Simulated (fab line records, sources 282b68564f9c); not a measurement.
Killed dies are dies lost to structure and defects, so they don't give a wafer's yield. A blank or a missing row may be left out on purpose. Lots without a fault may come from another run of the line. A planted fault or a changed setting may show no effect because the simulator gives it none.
Which tool did it? | flow rit_cmos | 14 lots, 42 wafers sampled, at 6 steps of a route of 202

WHAT THE GAUGES READ, wafer by wafer
RIT_GATE_THK_MEAS_07. Usual: GATE_OXIDE_THK 3.01 nm, standard deviation 0.063.
lot  | measured    | on            | GATE_OXIDE_THK (nm) | flag
L572 | day 2 14:43 | film_metro-03 | 3.03 3.06 3.04      |
L573 | day 2 16:35 | film_metro-01 | 2.99 2.93 3.00      |
L574 | day 2 21:00 | film_metro-01 | 2.95 3.00 3.02      |
L575 | day 3 07:47 | film_metro-01 | 2.95 3.08 2.99      |
L576 | day 3 10:25 | film_metro-03 | 3.07 2.96 3.00      |
L577 | day 3 14:40 | film_metro-01 | 3.00 2.89 2.99      |
L578 | day 3 23:46 | film_metro-04 | 2.93 3.07 3.05      |
L582 | day 4 15:29 | film_metro-03 | 3.07 3.09 3.07      |
L587 | day 5 21:36 | film_metro-01 | 3.04 3.04 3.00      |
L588 | day 6 00:41 | film_metro-01 | 3.02 3.00 3.00      |
L589 | day 6 12:24 | film_metro-03 | 2.81 2.91 2.88      |
L590 | day 6 18:31 | film_metro-01 | 2.91 2.95 2.94      |
L593 | day 7 12:01 | film_metro-01 | 2.87 3.01 3.01      |
L594 | day 7 17:26 | film_metro-04 | 2.95 2.97 2.93      |

RIT_PLDD_TW_MEAS_10. Usual: PLDD_TW 2354, standard deviation 20.
lot  | measured    | on            | PLDD_TW        | flag
L572 | day 3 06:15 | film_metro-03 | 2365 2364 2384 |
L573 | day 3 06:30 | film_metro-04 | 2336 2343 2328 |
L574 | day 3 08:14 | film_metro-04 | 2340 2334 2335 |
L575 | day 3 19:19 | film_metro-04 | 2337 2333 2339 |
L576 | day 3 21:15 | film_metro-04 | 2338 2340 2343 |
L577 | day 4 02:35 | film_metro-02 | 2355 2358 2361 |
L578 | day 4 09:08 | film_metro-02 | 2350 2370 2363 |
L582 | day 5 02:54 | film_metro-02 | 2336 2352 2343 |
L587 | day 6 11:27 | film_metro-04 | 2323 2322 2345 |
L588 | day 6 11:49 | film_metro-03 | 2664 2669 2672 | OFF
L589 | day 7 01:58 | film_metro-02 | 2621 2634 2613 | OFF
L590 | day 7 08:58 | film_metro-02 | 2360 2358 2347 |
L593 | day 7 22:53 | film_metro-03 | 2368 2375 2361 |
L594 | day 8 06:55 | film_metro-02 | 2335 2338 2339 |

RIT_SDANNEAL_RS_MEAS_06: measures by four-point-probe. Usual: PLDD_RS 178.8 ohm/sq, standard deviation 0.48.
lot  | measured    | on            | PLDD_RS (ohm/sq)  | flag
L572 | day 3 12:48 | film_metro-02 | 179.1 178.5 178.4 |
L573 | day 3 13:20 | film_metro-04 | 179.2 179.4 179.6 |
L574 | day 3 15:08 | film_metro-02 | 178.6 178.6 178.7 |
L575 | day 4 01:52 | film_metro-04 | 178.4 177.8 177.5 |
L576 | day 4 03:29 | film_metro-03 | 178.8 179.7 178.8 |
L577 | day 4 08:46 | film_metro-04 | 178.6 178.8 178.5 |
L578 | day 4 15:30 | film_metro-02 | 178.7 178.5 178.8 |
L582 | day 5 10:06 | film_metro-02 | 179.1 178.8 179.0 |
L587 | day 6 18:02 | film_metro-02 | 178.0 178.2 179.3 |
L588 | day 6 18:14 | film_metro-04 | 158.0 157.2 157.6 | OFF
L589 | day 7 08:18 | film_metro-02 | 158.2 157.4 157.6 | OFF
L590 | day 7 15:14 | film_metro-02 | 178.3 178.3 178.7 |
L593 | day 8 05:02 | film_metro-03 | 178.8 179.5 179.1 |
L594 | day 8 13:46 | film_metro-03 | 179.0 179.1 178.9 |

RIT_CONTACT_CD_MEAS_08: target cd 1000 nm. Usual: cd_nm 999.7 nm, standard deviation 2.4.
lot  | measured    | on        | cd_nm (nm)           | flag
L572 | day 3 14:46 | cd_sem-02 | 1002.8 1005.0 1000.8 |
L573 | day 3 15:17 | cd_sem-01 | 999.8 1000.0 1000.9  |
L574 | day 3 16:58 | cd_sem-02 | 999.2 999.6 1000.4   |
L575 | day 4 03:53 | cd_sem-01 | 1001.3 1000.9 1001.3 |
L576 | day 4 05:27 | cd_sem-01 | 1006.1 1005.3 1004.2 |
L577 | day 4 10:44 | cd_sem-01 | 997.4 997.1 995.4    |
L578 | day 4 17:20 | cd_sem-01 | 996.3 998.2 997.6    |
L582 | day 5 11:56 | cd_sem-01 | 999.8 998.2 997.5    |
L587 | day 6 19:59 | cd_sem-01 | 1001.8 1001.8 1001.9 |
L588 | day 6 20:14 | cd_sem-02 | 997.8 996.9 1000.1   |
L589 | day 7 10:19 | cd_sem-02 | 1000.6 997.5 998.2   |
L590 | day 7 17:12 | cd_sem-02 | 1001.3 1001.9 999.9  |
L593 | day 8 07:02 | cd_sem-01 | 998.0 998.7 1000.6   |
L594 | day 8 15:36 | cd_sem-02 | 1001.3 1002.4 1001.9 |

WHICH TOOL RAN EACH LOT (tool, then ch and the chambers of the sampled wafers, then the start)
lot  | RIT_PLDD_IMPLANT_08            | RIT_SILICIDE_RTA_06
L572 | implanter-02 ch 0, day 3 05:55 | rtp_anneal-02 ch 0, day 3 13:29
L573 | implanter-01 ch 0, day 3 06:11 | rtp_anneal-02 ch 0, day 3 14:01
L574 | implanter-02 ch 0, day 3 07:56 | rtp_anneal-01 ch 0, day 3 15:49
L575 | implanter-02 ch 0, day 3 19:01 | rtp_anneal-02 ch 0, day 4 02:33
L576 | implanter-04 ch 0, day 3 20:55 | rtp_anneal-01 ch 0, day 4 04:11
L577 | implanter-04 ch 0, day 4 02:16 | rtp_anneal-02 ch 0, day 4 09:28
L578 | implanter-01 ch 0, day 4 08:50 | rtp_anneal-01 ch 0, day 4 16:10
L582 | implanter-02 ch 0, day 5 02:37 | rtp_anneal-02 ch 0, day 5 10:46
L587 | implanter-01 ch 0, day 6 11:08 | rtp_anneal-01 ch 0, day 6 18:43
L588 | implanter-04 ch 0, day 6 11:29 | rtp_anneal-01 ch 0, day 6 18:56
L589 | implanter-04 ch 0, day 7 01:41 | rtp_anneal-02 ch 0, day 7 08:59
L590 | implanter-02 ch 0, day 7 08:39 | rtp_anneal-01 ch 0, day 7 15:55
L593 | implanter-02 ch 0, day 7 22:35 | rtp_anneal-02 ch 0, day 8 05:42
L594 | implanter-01 ch 0, day 8 06:36 | rtp_anneal-01 ch 0, day 8 14:27
- RIT_PLDD_IMPLANT_08
- RIT_SILICIDE_RTA_06: time 10 s, ramp up 5 s, ramp down 10 s.

WHAT THE TOOLS THEMSELVES READ (means of the sampled wafers that have a number; where no wafer has one, the mark that the record gives instead)
RIT_PLDD_IMPLANT_08. Usual: dose_ions_cm2 8.999e+14, standard deviation 8.7e+11; end_station_pressure_torr 7.2e-06 Torr, standard deviation 3.5e-07; faraday_current_uA 2831, standard deviation 53.
lot  | tool         | dose_ions_cm2 | end_station_pressure_torr (Torr) | faraday_current_uA | flag
L572 | implanter-02 | 8.999e+14     | 6.8e-06                          | 2808               |
L573 | implanter-01 | 9.004e+14     | 7.2e-06                          | 2801               |
L574 | implanter-02 | 9.000e+14     | 7.7e-06                          | 2833               |
L575 | implanter-02 | 9.003e+14     | 7.4e-06                          | 2846               |
L576 | implanter-04 | 9.000e+14     | 7.3e-06                          | 2808               |
L577 | implanter-04 | 9.003e+14     | 7.3e-06                          | 2784               |
L578 | implanter-01 | 9.000e+14     | 7.3e-06                          | 2795               |
L582 | implanter-02 | 8.990e+14     | 7.4e-06                          | 2848               |
L587 | implanter-01 | 9.000e+14     | 7.3e-06                          | 2825               |
L588 | implanter-04 | 1.441e+15     | 8.5e-06                          | 4588               | OFF
L589 | implanter-04 | 1.439e+15     | 8.9e-06                          | 4533               | OFF
L590 | implanter-02 | 8.991e+14     | 7.3e-06                          | 2763               |
L593 | implanter-02 | 8.992e+14     | 7.1e-06                          | 2875               |
L594 | implanter-01 | 8.997e+14     | 6.8e-06                          | 2800               |

RIT_SILICIDE_RTA_06. Usual: wafer_temp_C_max 753.7, standard deviation 1.9.
lot  | tool          | wafer_temp_C_max | flag
L572 | rtp_anneal-02 | 755.5            |
L573 | rtp_anneal-02 | 755.4            |
L574 | rtp_anneal-01 | 751.6            |
L575 | rtp_anneal-02 | 755.4            |
L576 | rtp_anneal-01 | 752.0            |
L577 | rtp_anneal-02 | 755.0            |
L578 | rtp_anneal-01 | 752.0            |
L582 | rtp_anneal-02 | 755.5            |
L587 | rtp_anneal-01 | 751.8            |
L588 | rtp_anneal-01 | 752.2            |
L589 | rtp_anneal-02 | 755.7            |
L590 | rtp_anneal-01 | 751.8            |
L593 | rtp_anneal-02 | 755.3            |
L594 | rtp_anneal-01 | 751.6            |

THE ANSWER, worked out from the rows above alone
Rule: a lot is off if the mean of its wafers that have a number lies more than 3 standard deviations from the usual mean. A lot without any number at a reading at which 4 lots or more have one is off too. The other lots that the step has rows for count as sound. The gauges are gone through in route order, then the tools' own readings, and for those a lot's mean is taken as printed above. The first step at which some lot is off is used, and at that step the reading that is off furthest; a lot without a number counts as furthest.
Off: L588, L589, at RIT_PLDD_TW_MEAS_10 (PLDD_TW).
A tool fits if, at a process step before that reading, it ran every lot that is off, and no sound lot after the first of them. The gauges at RIT_PLDD_TW_MEAS_10 aren't tried: what is off there is off at RIT_PLDD_IMPLANT_08 too, on other tools, and a gauge's error can't cause that. One fits: implanter-04 at RIT_PLDD_IMPLANT_08. Its last sound lot is L577 (day 4 02:16), its first lot that is off L588 (day 6 11:29): a fault that began between those two fits.
The tool's own readings at RIT_PLDD_IMPLANT_08 bear it out: on the lots that are off they differ by more than 5 times the standard deviation of the sound lots' means. dose_ions_cm2 reads 1.440e+15 there against 8.998e+14 on the sound lots; end_station_pressure_torr reads 8.7e-06 Torr there against 7.2e-06 Torr on the sound lots; faraday_current_uA reads 4560 there against 2816 on the sound lots.

WHAT THE SIMULATOR HAD PUT IN
Process parameter drift: implanter-04, from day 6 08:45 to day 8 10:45, at RIT_PLDD_IMPLANT_08. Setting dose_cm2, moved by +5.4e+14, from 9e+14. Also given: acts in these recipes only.
Lots struck among those shown: L588, L589. The rule above found the same.
